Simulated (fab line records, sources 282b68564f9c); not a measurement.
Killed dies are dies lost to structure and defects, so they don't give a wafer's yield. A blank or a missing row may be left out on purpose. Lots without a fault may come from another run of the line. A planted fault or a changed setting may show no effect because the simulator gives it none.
A struck lot beside a sound one | flow rit_cmos | 30 steps out of a route of 202
Sound: wafers L913.1, L913.3, L913.4. Struck: wafers L915.2, L915.3, L915.6. The cause comes at the end.
At each step with rows: each side's tool, then ch and its chambers, then its first start. Under that, the readings that differ: sound wafers | struck wafers | difference of the means | sigmas: that difference in standard deviations of wafers without a fault.
alike: readings whose means differ by less than 2 such deviations, and words and numbers that are the same on both sides. not compared: withheld readings, readings that some wafer has no value for, bounds like >300 that may hide the same value, and numbers for which the record gives no deviation and whose values overlap.
The two part at a step that has a row with sigmas, a row that says differs or no value, or rows on one side only. Numbers that don't overlap but have no deviation are shown without sigmas and don't part them. A reading that every wafer of one side lacks parts them only if that side has two wafers or more.

RIT_FOX2_THK_MEAS_01:
  sound on film_metro-02, day 4 13:38; struck on film_metro-03, day 5 01:37
  alike: FOX2_OXIDE_THK
then, 2 steps without rows for these wafers: RIT_FOX2_CLEAN_02 (cleans in dHF, time 180 s); RIT_FOX2_WET_ETCH_03 (etches Si3N4 in H3PO4, target depth 195 nm, time 2700 s).
RIT_FOX2_THK_MEAS_90:
  sound on film_metro-03, day 4 14:30; struck on film_metro-04, day 5 02:29
  reading                     | sound       | struck      | difference | sigmas
  FIELD_OXIDE_LEFT_1_THK (nm) | 311 321 312 | 325 323 328 | +11        | +2
then, 6 steps without rows for these wafers: RIT_NWELL_HMDS_00 (prime time 60 s); RIT_NWELL_COAT_01 (resist thk 1300 nm); RIT_NWELL_SOFTBAKE_02 (time 60 s); RIT_NWELL_EXPOSE_03 (exposes mask M2, target cd 43900 nm); RIT_NWELL_PEB_04; RIT_NWELL_DEVELOP_05 (develop time 68 s).
RIT_NWELL_OVL_MEAS_06:
  sound on overlay-02, day 4 15:52; struck on overlay-01, day 5 03:25
  alike: NWELL_OVL
then, 1 step without rows for these wafers: RIT_NWELL_HARDBAKE_07 (time 120 s).
RIT_NWELL_IMPLANT_08:
  sound on implanter-02 ch 0, day 4 16:10; struck on implanter-01 ch 0, day 5 03:44
  reading       | sound                         | struck                        | difference | sigmas
  dose_ions_cm2 | 4.994e+13 4.999e+13 5.012e+13 | 5.158e+13 5.155e+13 5.162e+13 | +1.567e+12 | +29
RIT_NWELL_STRIP_09: strips in O2, time 180 s.
  sound on plasma_asher-01 ch 0,1, day 4 16:19; struck on plasma_asher-03 ch 0,1, day 5 03:51
  alike: drypump_motor_current_A
  not compared: rf_hours_counter_h
RIT_NWELL_TW_MEAS_10:
  sound on film_metro-01, day 4 16:29; struck on film_metro-04, day 5 04:02
  alike: NWELL_TW
then, 6 steps without rows for these wafers: RIT_PWELL_HMDS_00 (prime time 60 s); RIT_PWELL_COAT_01 (resist thk 1300 nm); RIT_PWELL_SOFTBAKE_02 (time 60 s); RIT_PWELL_EXPOSE_03 (exposes mask M3, target cd 43700 nm); RIT_PWELL_PEB_04; RIT_PWELL_DEVELOP_05 (develop time 68 s).
RIT_PWELL_OVL_MEAS_06:
  sound on overlay-01, day 4 17:25; struck on overlay-01, day 5 05:09
  alike: PWELL_OVL
then, 2 steps without rows for these wafers: RIT_PWELL_HARDBAKE_07 (time 120 s); RIT_PWELL_IMPLANT_08.
RIT_PWELL_STRIP_09: strips in O2, time 180 s.
  sound on plasma_asher-03 ch 0,1, day 4 17:52; struck on plasma_asher-04 ch 0,1, day 5 05:35
  reading                     | sound       | struck      | difference | sigmas
  drypump_motor_current_A (A) | 5.5 5.5 5.4 | 6.5 5.5 6.5 | +0.7       | +2
  not compared: rf_hours_counter_h
RIT_PWELL_TW_MEAS_10:
  sound on film_metro-03, day 4 18:02; struck on film_metro-01, day 5 05:46
  alike: PWELL_TW
then, 1 step without rows for these wafers: RIT_WELLDRIVE_ANNEAL_00 (time 14700 s).
RIT_WELLDRIVE_RS_MEAS_01: measures by four-point-probe.
  sound on film_metro-03, day 5 00:22; struck on film_metro-03, day 5 12:00
  reading           | sound             | struck            | difference | sigmas
  NWELL_RS (ohm/sq) | 274.9 275.1 276.1 | 270.5 271.1 270.7 | -4.6       | -5
  not compared: hold
RIT_WELLDRIVE_RS_MEAS_02: measures by four-point-probe.
  sound on film_metro-03, day 5 00:29; struck on film_metro-03, day 5 14:13
  reading | sound | struck                                                                     | difference                   | sigmas
  hold    | - - - | await_dispo/2.1h/release await_dispo/2.1h/release await_dispo/2.1h/release | no value on the sound wafers |
  alike: PWELL_RS
RIT_M1_PROBE_99:
  sound on prober-01, day 6 08:48; struck on prober-01, day 7 03:14
  alike: killed_at_contacts, killed_at_front_end, killed_dies, killed_open, killed_short

WHERE THEY PART
First at RIT_FOX2_THK_MEAS_90; last, within this record, at RIT_WELLDRIVE_RS_MEAS_02. Later steps at which nothing parts them and some readings are alike: RIT_M1_PROBE_99.

WHY: what the simulator had put in
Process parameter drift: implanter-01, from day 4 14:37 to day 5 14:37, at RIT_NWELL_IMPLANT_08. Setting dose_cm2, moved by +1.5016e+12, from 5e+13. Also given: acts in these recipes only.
